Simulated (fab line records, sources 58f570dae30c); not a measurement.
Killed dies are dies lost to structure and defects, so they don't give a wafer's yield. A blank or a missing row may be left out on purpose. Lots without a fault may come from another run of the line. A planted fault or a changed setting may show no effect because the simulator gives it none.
Chamber matching | flow berkeley_cmos170 | UCB170_SPACER_CVD_00 on pecvd-04: 3 sister chambers
The step deposits SiO2 from TEOS/O2, target thk 376 nm, time 47 s. 3 wafers are shown with their chamber, then 8 later ones without.

WAFERS WITH THEIR CHAMBER
wafer  | chamber | heater_power_w (W)
L090.2 | 0       | 283
L090.3 | 2       | 262
L090.4 | 1       | 218

WAFERS WITHOUT THEIR CHAMBER
wafer  | heater_power_w (W)
L090.5 | 264
L090.6 | 286
L091.1 | 283
L091.2 | 247
L091.3 | 213
L091.4 | 228
L091.5 | 256
L091.6 | 199

WHICH CHAMBER EACH WENT THROUGH
wafer  | from the rows above     | in truth
L090.5 | can't be placed: 2 or 0 | 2
L090.6 | 0                       | 0
L091.1 | 0                       | 0
L091.2 | can't be placed: 2 or 1 | 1
L091.3 | 1                       | 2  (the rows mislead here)
L091.4 | 1                       | 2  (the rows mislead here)
L091.5 | 2                       | 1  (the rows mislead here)
L091.6 | 1                       | 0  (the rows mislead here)
Placed correctly: 2 of 8. Can't be placed from these rows: 2 (the true chamber is among the candidates in 2). Placed wrongly: 4.
How it was worked out, from the rows above alone: a wafer's distance from a chamber is the root of the sum, over the readings, of the square of ((its reading less the chamber's mean) divided by the reading's scatter). The wafer belongs to the nearest chamber; if the next one is less than 2 further off, it can't be placed. A chamber's mean is the mean of its shown wafers. The scatter: with one shown wafer a chamber, the root of the mean of the squares of how far each hidden wafer lies from its nearest shown one.
